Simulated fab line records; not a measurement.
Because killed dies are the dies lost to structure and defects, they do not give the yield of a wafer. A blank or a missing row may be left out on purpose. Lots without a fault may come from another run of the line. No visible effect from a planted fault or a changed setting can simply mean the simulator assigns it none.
Split-lot experiment + flow berkeley cmos170 + route with 331 steps; 5 lots, 23 wafers read

## SPLIT DETAILS
At UCB170_V1_EXPOSE_09 (exposes mask VIA1, target cd 700 nm), the setting dose mj was moved away from the recipe's 37 on 5 of the 23 wafers read, by -6.5% to -3.8%. The other wafers ran this setting at the recipe's value.

## FROM THE SPLIT TO THE READING: what the file shows between them, 5 steps
- UCB170_V1_PEB_10
- UCB170_V1_DEVELOP_11: develop time 45 s
- UCB170_V1_CD_MEAS_12: target cd 700 nm
- UCB170_V1_ETCH_14: etches SiO2 in CHF3/CF4/Ar, stops on Al, target depth 1250 nm, time 291 s
- UCB170_V1_STRIP_15: strips in O2

## THE READING
cd nm at UCB170_V1_CD_MEAS_90, given in nm (cd target 700 nm). Fault-free wafers of this fab line usually give 700.4 nm, standard deviation 1.3 nm.

| wafer  | tool, chamber at the split | dose mj as run | against the recipe | cd nm, nm | against lot-mates on the recipe |
|--------|----------------------------|----------------|--------------------|-----------|---------------------------------|
| L074.1 | krf scanner-01, 0          | 35.6           | -3.8%              | 694.2     | -7.3                            |
| L074.2 | krf scanner-01, 0          | 37             | recipe             | 701.7     | -                               |
| L074.4 | krf scanner-01, 0          | 37             | recipe             | 701.5     | -                               |
| L074.5 | krf scanner-01, 0          | 35.6           | -3.8%              | 693.4     | -8.1                            |
| L074.6 | krf scanner-01, 0          | 37             | recipe             | 701.2     | -                               |
| L075.2 | krf scanner-02, 0          | 37             | recipe             | 699.5     | -                               |
| L075.3 | krf scanner-02, 0          | 37             | recipe             | 700.3     | -                               |
| L075.4 | krf scanner-02, 0          | 37             | recipe             | 699.7     | -                               |
| L075.5 | krf scanner-02, 0          | 37             | recipe             | 700.2     | -                               |
| L075.6 | krf scanner-02, 0          | 37             | recipe             | 699.0     | -                               |
| L077.1 | krf scanner-01, 0          | 37             | recipe             | 701.0     | -                               |
| L077.2 | krf scanner-01, 0          | 37             | recipe             | 702.1     | -                               |
| L077.3 | krf scanner-01, 0          | 37             | recipe             | 699.1     | -                               |
| L077.4 | krf scanner-01, 0          | 37             | recipe             | 701.2     | -                               |
| L077.6 | krf scanner-01, 0          | 37             | recipe             | 701.8     | -                               |
| L079.2 | krf scanner-01, 0          | 37             | recipe             | 698.6     | -                               |
| L079.3 | krf scanner-01, 0          | 37             | recipe             | 698.8     | -                               |
| L079.5 | krf scanner-01, 0          | 37             | recipe             | 697.1     | -                               |
| L084.1 | krf scanner-02, 0          | 34.58          | -6.5%              | 688.5     | -11.7                           |
| L084.2 | krf scanner-02, 0          | 37             | recipe             | 701.1     | -                               |
| L084.3 | krf scanner-02, 0          | 37             | recipe             | 699.3     | -                               |
| L084.4 | krf scanner-02, 0          | 34.58          | -6.5%              | 688.3     | -11.9                           |
| L084.5 | krf scanner-02, 0          | 34.58          | -6.5%              | 687.7     | -12.5                           |

THE FIT
A straight line over all 23 wafers: cd nm changes by +1.81 nm for each +1% of dose mj; r = +0.96; the points scatter about the line by 1.3 nm.
The same after taking each lot's own level away (the mean of its wafers on the recipe; 23 wafers): +1.87 nm for each +1%; r = +0.99; scatter 0.74 nm.
According to that fit, moving dose mj by its largest amount changes the reading by 12 nm.
From 698.17 to 701.47 nm: that is the span of the lots' own levels, equal to 2.5 times the standard deviation above.
Consequently the slope shifts little with the lot-to-lot level, the two slopes agreeing.
Check: with one of the wafers moved furthest among these (-6.5%) left out of the fit, the line predicts -12.5 nm for it against its lot-mates. It came out at -11.7 nm against them.

## THE WHOLE CHAIN: every reading that the file lists as answering this split, in the file's order
| step                 | what it does                                                              | reading                                                   | change (the file's fit)              | r (the file's) |
|----------------------|---------------------------------------------------------------------------|-----------------------------------------------------------|--------------------------------------|----------------|
| UCB170_V1_CD_MEAS_12 | target cd 700 nm                                                          | cd nm                                                     | +1.82 nm for each +1% of the setting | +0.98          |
| UCB170_V1_ETCH_14    | etches SiO2 in CHF3/CF4/Ar, stops on Al, target depth 1250 nm, time 291 s | V1.cd nm (the simulator's own value, which no gauge read) | +1.91 nm for each +1% of the setting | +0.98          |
| UCB170_V1_CD_MEAS_90 | target cd 700 nm                                                          | cd nm                                                     | +1.89 nm for each +1% of the setting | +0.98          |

## THE FILE'S OWN FIT
cd nm changes by +1.89 nm for each +1% of dose mj, r = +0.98.
